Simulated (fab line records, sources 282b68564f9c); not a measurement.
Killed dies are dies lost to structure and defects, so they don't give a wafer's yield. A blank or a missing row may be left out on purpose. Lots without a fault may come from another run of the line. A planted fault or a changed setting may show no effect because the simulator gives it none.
Which tool did it? | flow rit_cmos | 14 lots, 42 wafers sampled, at 2 steps of a route of 202

WHAT THE GAUGES READ, wafer by wafer
The record holds no reading of a measuring or inspecting step that can be judged against a usual standard deviation.

WHICH TOOL RAN EACH LOT (tool, then ch and the chambers of the sampled wafers, then the start)
lot  | RIT_NRETRO_COAT_01                | RIT_M1_PROBE_99
L806 | litho_track-04 ch 0, day 2 09:50  | -
L807 | litho_track-02 ch 0, day 2 16:55  | -
L808 | litho_track-04 ch 0, day 2 21:24  | -
L809 | litho_track-03 ch 0, day 3 02:04  | -
L810 | litho_track-04 ch 0, day 3 06:26  | -
L811 | litho_track-02 ch 0, day 3 14:49  | prober-01, day 4 21:18
L814 | litho_track-02 ch 0, day 4 08:05  | -
L815 | litho_track-02 ch 0, day 4 12:47  | prober-01, day 6 00:34
L818 | litho_track-03 ch 0, day 5 02:48  | -
L819 | litho_track-03 ch 0, day 5 10:16  | -
L825 | litho_track-04 ch 0, day 6 11:42  | -
L826 | litho_track-04 ch 0, day 6 16:44  | -
L828 | litho_track-03 ch 0, day 7 00:10  | -
L827 | litho_track-03 ch 0, day 18 09:38 | -
- RIT_NRETRO_COAT_01: resist thk 1300 nm.
- RIT_M1_PROBE_99

WHAT THE TOOLS THEMSELVES READ (means of the sampled wafers that have a number; where no wafer has one, the mark that the record gives instead)
RIT_NRETRO_COAT_01.
lot  | tool           | spin_speed_rpm (rpm)
L806 | litho_track-04 | 2000.9
L807 | litho_track-02 | 2000.3
L808 | litho_track-04 | 2000.2
L809 | litho_track-03 | 2000.6
L810 | litho_track-04 | 2000.4
L811 | litho_track-02 | 1998.9
L814 | litho_track-02 | 1999.2
L815 | litho_track-02 | 1999.8
L818 | litho_track-03 | 1999.5
L819 | litho_track-03 | 2002.6
L825 | litho_track-04 | 1660.3
L826 | litho_track-04 | 1659.1
L828 | litho_track-03 | 1999.1
L827 | litho_track-03 | 1999.5

RIT_M1_PROBE_99.
lot  | tool      | killed_at_contacts | killed_at_front_end | killed_dies | killed_open | killed_short
L811 | prober-01 | 0.0                | 6                   | 6           | 2.3         | 3.7
L815 | prober-01 | 0.0                | 8                   | 8           | 4.0         | 4.3

THE ANSWER, worked out from the rows above alone
Rule: what is usual is taken from the lots themselves. Put in order of their means at a reading, lots are off if they are a third of the lots or fewer, leave a main group of 4 or more, and stand apart from it by a gap of 3 or more times the standard deviation of the main group's means; of several such gaps the widest counts. A main group whose means are all the same, to the digits that the tables above print for the reading, isn't used. A lot without any number at a reading at which 4 lots or more have one is off too. The other lots that the step has rows for count as sound. The gauges are gone through in route order, then the tools' own readings, and for those a lot's mean is taken as printed above. The first step at which some lot is off is used, and at that step the reading that is off furthest; a lot without a number counts as furthest.
Off: L825, L826, at RIT_NRETRO_COAT_01 (spin_speed_rpm). The main group: mean 2000.1 rpm, standard deviation 0.97.
A tool fits if, at that step or a process step before it, it ran every lot that is off, and no sound lot after the first of them. One fits: litho_track-04 at RIT_NRETRO_COAT_01. Its last sound lot is L810 (day 3 06:26), its first lot that is off L825 (day 6 11:42): a fault that began between those two fits.
The tool's own readings at RIT_NRETRO_COAT_01 bear it out: on the lots that are off they differ by more than 5 times the standard deviation of the sound lots' means. spin_speed_rpm reads 1659.7 rpm there against 2000.1 rpm on the sound lots.

WHAT THE SIMULATOR HAD PUT IN
Process parameter drift: litho_track-04, from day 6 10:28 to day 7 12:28, at RIT_NRETRO_COAT_01. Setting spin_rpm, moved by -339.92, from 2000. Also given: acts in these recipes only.
Lots struck among those shown: L825, L826. The rule above found the same.
